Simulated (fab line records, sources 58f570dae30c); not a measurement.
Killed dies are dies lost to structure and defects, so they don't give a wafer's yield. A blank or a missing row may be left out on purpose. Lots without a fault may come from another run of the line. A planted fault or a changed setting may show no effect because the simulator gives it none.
Chamber matching | flow berkeley_cmos170 | UCB170_CONTACT_ETCH_17 on rie_diel-03: 4 sister chambers
The step etches BARC in N2/H2. 14 wafers are shown with their chamber, then 7 later ones without.

WAFERS WITH THEIR CHAMBER
wafer  | chamber | throttle_valve_pct (%) | drypump_motor_current_A (A) | oes_product_au (a.u.)
L576.1 | 2       | 13.43                  | 5.8                         | 0.985
L576.2 | 3       | 13.53                  | 5.6                         | 0.985
L576.3 | 1       | 13.22                  | 5.3                         | 1.028
L578.1 | 2       | 13.44                  | 5.8                         | 0.978
L578.3 | 3       | 13.52                  | 5.6                         | 0.990
L578.6 | 2       | 13.46                  | 5.8                         | 0.986
L583.4 | 3       | 13.50                  | 5.5                         | 0.997
L583.5 | 0       | 13.23                  | 6.6                         | 0.971
L583.6 | 3       | 13.48                  | 5.6                         | 1.007
L589.4 | 1       | 13.23                  | 5.4                         | 1.017
L589.5 | 3       | 13.51                  | 5.6                         | 0.977
L589.6 | 0       | 13.23                  | 6.5                         | 0.972
L593.2 | 3       | 13.50                  | 5.6                         | 0.988
L593.3 | 2       | 13.45                  | 5.8                         | 0.970

SIGNATURES (means of the wafers above)
reading                 | chamber 0 | chamber 1 | chamber 2 | chamber 3 | scatter within a chamber
throttle_valve_pct      | 13.2300   | 13.2250   | 13.4450   | 13.5067   | 0.0144
drypump_motor_current_A | 6.550     | 5.350     | 5.800     | 5.583     | 0.0428
oes_product_au          | 0.97150   | 1.02250   | 0.97975   | 0.99067   | 0.00871
Rule: a wafer's distance from a chamber is the root of the sum, over the readings, of the square of ((its reading less the chamber's mean) divided by the reading's scatter). The wafer belongs to the nearest chamber; if the next one is less than 2 further off, it can't be placed. The scatter: the root of (the sum of the squares of (reading less its chamber's mean) over the shown wafers, divided by (wafers less chambers)).

WAFERS WITHOUT THEIR CHAMBER
wafer  | throttle_valve_pct (%) | drypump_motor_current_A (A) | oes_product_au (a.u.)
L593.4 | 13.24                  | 6.5                         | 0.967
L590.1 | 13.51                  | 5.6                         | 0.989
L590.2 | 13.46                  | 5.8                         | 0.980
L590.5 | 13.23                  | 5.4                         | 1.024
L598.1 | 13.46                  | 5.8                         | 0.988
L598.2 | 13.22                  | 5.4                         | 1.011
L598.4 | 13.22                  | 6.5                         | 0.979

WHICH CHAMBER EACH WENT THROUGH
wafer  | from the rows above | in truth
L593.4 | 0                   | 0
L590.1 | 3                   | 3
L590.2 | 2                   | 2
L590.5 | 1                   | 1
L598.1 | 2                   | 2
L598.2 | 1                   | 1
L598.4 | 0                   | 0
Placed correctly: 7 of 7. Can't be placed from these rows: 0. Placed wrongly: 0.
